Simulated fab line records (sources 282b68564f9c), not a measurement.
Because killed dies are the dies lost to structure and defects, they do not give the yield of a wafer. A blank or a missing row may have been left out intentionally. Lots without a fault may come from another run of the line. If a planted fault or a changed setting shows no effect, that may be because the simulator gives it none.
Problem report in the 8D (eight disciplines) form, filled by code || flow rit-cmos || the parts of the form that need people (team, actions taken, sign-off) are left out

== 1. WHAT IS WRONG ==
Wafers without a fault read 149.7 nm, standard deviation 2.2; cd-nm at RIT_GATE_CD_MEAS_16 reads a mean of 121.7 nm on 9 wafers belonging to 3 lots. Measured from the usual mean, that is -13 standard deviations.
The step: target cd 150 nm.
Seen first at day 5 00:13 on cd-sem-01, wafer L811.1. The record holds 45 wafers of 15 lots with a number at this step. The rule behind "out" and "out of limits": a value lying over 4 standard deviations away from the usual mean. All remaining wafers that have a number are taken as sound.

== 2. WHAT IT IS AND WHAT IT IS NOT ==
{"question": "which readings at this step", "is": "cd-nm", "is not": "-"}
{"question": "which lots", "is": "L811, L813, L814", "is not": "L799, L802, L803, L804, L805, L806, L810, L815, L817, L818, L820, L821"}
{"question": "which wafers of those lots", "is": "all that have a number", "is not": "-"}
{"question": "read on which gauges", "is": "cd-sem-01, cd-sem-02", "is not": "-"}
{"question": "when", "is": "from day 5 00:13", "is not": "up to then (21 sound wafers); but 15 sound wafers of L815, L817, L818, L820, L821 came after"}

== 3. SUSPECTS, AND WHAT RULES EACH OUT ==
Counting: a tool stays on the suspect list if, at a process step up to the reading, it processed all lots that are out and no sound lot following the first of them.
- the gauge at RIT_GATE_CD_MEAS_16 is ruled out. Those wafers that are out were read across 2 gauges (cd-sem-01, cd-sem-02).
- iline-stepper-02 at RIT_GATE_EXPOSE_13 (exposes mask M6, target cd 150 nm): kept. It ran every lot that is out, first L811 (day 4 23:49), and no sound lot after that; its last sound lot up to then is L806 (day 3 23:08). On those wafers its own readings are out: exposure-dose-mJ-cm2.
Left after counting: iline-stepper-02 at RIT_GATE_EXPOSE_13.

== 4. THE CAUSE (what the simulator had put in) ==
Drift in process parameters on iline-stepper-02 at RIT_GATE_EXPOSE_13, starting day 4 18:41. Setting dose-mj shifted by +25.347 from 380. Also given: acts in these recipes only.
The count eliminated every tool but this one.

== 5. THE CHAIN OF EFFECTS, in route order ==
Each row: a reading where the mean over the struck wafers with a number is more than 3 standard deviations away from the usual. Only readings for which the record gives a usual standard deviation are gone through. hours: the time from each lot's start at the first step in this table that gives one to its start at this step, as a median over the lots. sigmas: the change in usual standard deviations.
{"hours": 0, "step": "RIT_GATE_EXPOSE_13", "reading": "exposure-dose-mJ-cm2", "usual": 377.8, "on struck wafers": 398.6, "change": "+20.8", "sigmas": "+56"}
{"hours": 0, "step": "RIT_GATE_CD_MEAS_16", "reading": "cd-nm", "usual": "149.7 nm", "on struck wafers": 121.7, "change": -28.0, "sigmas": -13}
Its process steps:
- RIT_GATE_EXPOSE_13: exposes mask M6, target cd 150 nm.

== 6. WHAT WOULD HAVE CAUGHT IT SOONER ==
6 hours passed between the start of the fault at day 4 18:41 and the first reading out of limits at a measuring or inspecting step in this record, taken at day 5 00:13.
Tool's own readings at RIT_GATE_EXPOSE_13, exposure-dose-mJ-cm2: out on all struck wafers the step has rows for; an alarm limit on them would have tripped on the first.
Lots out: 3; of these, L813, L814 started RIT_GATE_EXPOSE_13 on iline-stepper-02 after day 5 00:13. A hold on the tool at that time would have spared those 2.
